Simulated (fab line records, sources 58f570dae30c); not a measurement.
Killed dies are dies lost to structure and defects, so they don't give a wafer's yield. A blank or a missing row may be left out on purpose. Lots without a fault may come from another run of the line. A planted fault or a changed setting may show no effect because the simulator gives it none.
A struck lot beside a sound one | flow berkeley_cmos170 | 15 steps out of a route of 331
Sound: wafers L339.3, L339.5, L339.6. Struck: wafers L343.2, L343.4, L343.6. The cause comes at the end.
At each step with rows: each side's tool, then ch and its chambers, then its first start. Under that, the readings that differ: sound wafers | struck wafers | difference of the means | sigmas: that difference in standard deviations of wafers without a fault.
alike: readings whose means differ by less than 2 such deviations, and words and numbers that are the same on both sides. not compared: withheld readings, readings that some wafer has no value for, bounds like >300 that may hide the same value, and numbers for which the record gives no deviation and whose values overlap.
The two part at a step that has a row with sigmas, a row that says differs or no value, or rows on one side only. Numbers that don't overlap but have no deviation are shown without sigmas and don't part them. A reading that every wafer of one side lacks parts them only if that side has two wafers or more.

UCB170_V2_CD_MEAS_90: target cd 700 nm.
  sound on cd_sem-01, day 10 02:49; struck on cd_sem-02, day 11 14:08
  alike: cd_nm
then, 1 step without rows for these wafers: UCB170_M3_PRE_CLEAN_00 (preclean etch time 60 s).
UCB170_M3_SPUTTER_01: material Al, target thk 900 nm, time 115.2 s.
  sound on pvd_sputter-04, day 10 02:58; struck on pvd_sputter-04, day 11 14:18
  alike: throttle_valve_pct
UCB170_M3_RS_MEAS_02: measures by four-point-probe.
  sound on film_metro-04, day 10 03:05; struck on film_metro-03, day 11 14:25
  alike: M3_AL_RS
UCB170_M3_THK_MEAS_03: measures by xrf.
  sound on film_metro-04, day 10 03:11; struck on film_metro-03, day 11 14:31
  alike: M3_AL_THK
then, 3 steps without rows for these wafers: UCB170_M3_HMDS_04 (prime time 60 s); UCB170_M3_COAT_05 (resist thk 900 nm); UCB170_M3_SOFTBAKE_06 (time 60 s).
UCB170_M3_STRIP_07: strips in O2.
  sound on plasma_asher-01 ch 0,1, day 10 03:43; struck on plasma_asher-01 ch 0, day 11 15:01
  alike: drypump_motor_current_A, oes_product_au, strip_time_to_endpoint_s
  not compared: rf_hours_counter_h
then, 3 steps without rows for these wafers: UCB170_M3_STRIP_08 (strips KrF in DMSO, time 600 s); UCB170_M3_COAT_09; UCB170_M3_COAT_10 (resist thk 900 nm).
UCB170_M3_SOFTBAKE_11: time 60 s.
  sound on litho_track-01 ch 0, day 10 04:00; struck on litho_track-02 ch 0, day 11 15:00
  reading          | sound             | struck            | difference | sigmas
  run_length_s (s) | 89.28 89.41 89.39 | 94.11 94.07 94.26 | +4.79      | +21
  alike: resist_line_temp_C
then, 1 step without rows for these wafers: UCB170_M3_EXPOSE_12 (exposes mask METAL3, target cd 700 nm).
UCB170_M3_PROBE_99:
  the record has rows for the struck wafers here (prober-01, day 11 17:02) and none for the sound ones

WHERE THEY PART
First at UCB170_M3_SOFTBAKE_11; last, within this record, at UCB170_M3_PROBE_99.

WHY: what the simulator had put in
Process parameter drift: litho_track-02, from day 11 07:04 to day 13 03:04, at UCB170_M3_SOFTBAKE_11. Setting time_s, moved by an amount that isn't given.
